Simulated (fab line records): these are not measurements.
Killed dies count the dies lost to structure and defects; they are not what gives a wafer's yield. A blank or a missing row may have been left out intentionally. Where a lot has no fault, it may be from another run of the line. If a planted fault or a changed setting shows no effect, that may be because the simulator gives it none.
Problem report in the 8D (eight disciplines) form, filled by code || flow rit-cmos || the parts of the form that need people (team, actions taken, sign-off) are left out

1. WHAT IS WRONG
PRETRO_TW at RIT_PRETRO_TW_MEAS_10 reads a mean of 567 on 6 wafers of 2 lots; wafers without a fault read 472 with a standard deviation of 5.8. That is +16 standard deviations from the usual mean.
First seen on wafer L185.3, day 4 09:45, on film-metro-04. At this step, 42 wafers from 14 lots have a number in the record. By rule, "out" or "out of limits" means more than 4 standard deviations away from the usual mean. All remaining wafers that have a number are taken as sound.

2. WHAT IT IS AND WHAT IT IS NOT
{"question": "which readings at this step", "is": "PRETRO_TW", "is not": "-"}
{"question": "which lots", "is": "L185, L190", "is not": "L175, L176, L178, L179, L180, L181, L182, L183, L184, L189, L194, L196"}
{"question": "which wafers of those lots", "is": "all that have a number", "is not": "-"}
{"question": "read on which gauges", "is": "film-metro-01, film-metro-04", "is not": "film-metro-02"}
{"question": "when", "is": "from day 4 09:45", "is not": "up to then (27 sound wafers); but 9 sound wafers of L189, L194, L196 came after"}

3. SUSPECTS, AND WHAT RULES EACH OUT
Counting: a tool at a process step up to the reading stays a suspect if it ran every lot that is out and no sound lot after the first of them.
- the gauge at RIT_PRETRO_TW_MEAS_10: ruled out. Those wafers that are out were read across 2 gauges (film-metro-01, film-metro-04).
- plasma-asher-04 at RIT_PWELL_STRIP_09 (strips in O2, time 180 s): ruled out as a lasting fault. Following L185 (day 4 00:49), the first lot on it that is out, the sound lots L189 were run on it.
- implanter-01 at RIT_PRETRO_IMPLANT_08: kept. It ran every lot that is out, first L185 (day 4 09:28), and no sound lot after that; its last sound lot up to then is L184 (day 4 04:07). On those wafers its own readings are out: dose-ions-cm2, faraday-current-uA.
Left after counting: implanter-01 at RIT_PRETRO_IMPLANT_08.

4. THE CAUSE (what the simulator had put in)
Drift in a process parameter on implanter-01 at RIT_PRETRO_IMPLANT_08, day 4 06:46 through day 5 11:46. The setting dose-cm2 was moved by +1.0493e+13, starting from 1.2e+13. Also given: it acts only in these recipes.
This tool alone remained once counting was done.

5. SEQUENCE OF EFFECTS, ordered by route
Each row: a reading where the mean over the struck wafers with a number is more than 3 standard deviations away from the usual. Readings are gone through only where the record gives a usual standard deviation; hours: the median, over the lots, of the time from a lot's start at the first step in this table giving one to that lot's start at this step; sigmas: the change measured in usual standard deviations.
{"hours": 0, "step": "RIT_PRETRO_IMPLANT_08", "reading": "dose-ions-cm2", "usual": 1.2003e+13, "on struck wafers": 2.2497e+13, "change": "+1.0494e+13", "sigmas": "+99 or more"}
{"hours": 0, "step": "RIT_PRETRO_IMPLANT_08", "reading": "faraday-current-uA", "usual": 38.2, "on struck wafers": 71.6, "change": "+33.4", "sigmas": "+39"}
{"hours": 0, "step": "RIT_PRETRO_TW_MEAS_10", "reading": "PRETRO_TW", "usual": 472, "on struck wafers": 567, "change": "+95", "sigmas": "+16"}
It contains these process steps:
- RIT_PRETRO_IMPLANT_08

6. HOW IT WOULD HAVE BEEN CAUGHT EARLIER
In this record the first reading out of limits at a measuring or inspecting step was taken at day 4 09:45, 3 hours after the fault began at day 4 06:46.
The tool's own readings at RIT_PRETRO_IMPLANT_08 were out on every struck wafer that the step has a row for (dose-ions-cm2, faraday-current-uA): an alarm limit on them would have fired on the first of those.
L190, from the lots that are out (2), started RIT_PRETRO_IMPLANT_08 on implanter-01 later than day 4 09:45. It would have been spared by a hold on the tool at that moment.
